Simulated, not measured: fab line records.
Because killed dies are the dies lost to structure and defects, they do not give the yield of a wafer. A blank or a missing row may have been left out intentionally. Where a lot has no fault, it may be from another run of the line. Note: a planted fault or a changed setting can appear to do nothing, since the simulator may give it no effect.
8D (eight disciplines) problem report, filled in by code :: flow berkeleyCmos170 :: the parts of the form that need people (team, actions taken, sign-off) are left out

## 1. WHAT WENT WRONG
Mean CONTACT_PSG_THK at UCB170_CONTACT_THK_MEAS_02: 754 nm over 6 wafers in 2 lots; fault-free wafers: 702 nm, standard deviation 6.8. Relative to the usual mean, that is a shift of +7.7 standard deviations.
Seen first at day 10 02:21 on filmMetro-02, wafer L981.3. At this step, 39 wafers from 13 lots have a number in the record. The rule behind "out" and "out of limits": a value lying over 4 standard deviations away from the usual mean. Any other wafer with a number is counted as sound.

## 2. WHAT IT IS; WHAT IT IS NOT
question: which readings at this step
is: CONTACT_PSG_THK
is not: -

question: which lots
is: L981, L987
is not: L971, L972, L973, L974, L975, L976, L985, L986, L991, L993, L994

question: which wafers of those lots
is: all that have a number
is not: -

question: read on which gauges
is: filmMetro-01, filmMetro-02
is not: filmMetro-04

question: when
is: from day 10 02:21
is not: up to then (18 sound wafers); but 15 sound wafers of L985, L986, L991, L993, L994 came after

## 3. SUSPECTS, AND WHAT RULES EACH OUT
Counting: any tool at a process step up to the reading is kept as a suspect provided that every lot that is out went through it and no sound lot did after the first of them.
- the gauge at UCB170_CONTACT_THK_MEAS_02 has been ruled out. The wafers that are out were read on 2 gauges (filmMetro-01, filmMetro-02).
- lpcvd-01 at UCB170_CONTACT_CVD_01 (deposits PSG from SiH4/O2/PH3, target thk 700 nm, time 2820 s): kept. It processed each lot that is out, first L981 at day 10 00:32, and no sound lot thereafter; up to then, the last sound lot it processed was L975 at day 8 14:46.
Left after counting: lpcvd-01 at UCB170_CONTACT_CVD_01.

## 4. THE CAUSE (what the simulator had put in)
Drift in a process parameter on lpcvd-01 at UCB170_CONTACT_CVD_01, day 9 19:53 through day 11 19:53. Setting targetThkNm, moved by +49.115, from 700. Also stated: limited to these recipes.
After counting, this tool was the only one left.

## 5. THE CHAIN OF EFFECTS, in route order
Each row: a reading where the mean over the struck wafers with a number is more than 3 standard deviations away from the usual. Only readings for which the record gives a usual standard deviation are gone through. hours: the time from each lot's start at the first step in this table that gives one to its start at this step, as a median over the lots. sigmas: the change in usual standard deviations.
hours: 0
step: UCB170_CONTACT_THK_MEAS_02
reading: CONTACT_PSG_THK
usual: 702 nm
on struck wafers: 754
change: +52
sigmas: +7.7

## 6. HOW IT WOULD HAVE BEEN CAUGHT EARLIER
6 hours passed between the start of the fault at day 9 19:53 and the first reading out of limits at a measuring or inspecting step in this record, taken at day 10 02:21.
Among the 2 lots that are out, L987 began UCB170_CONTACT_CVD_01 on lpcvd-01 after day 10 02:21. Putting the tool on hold at that point would have spared it.
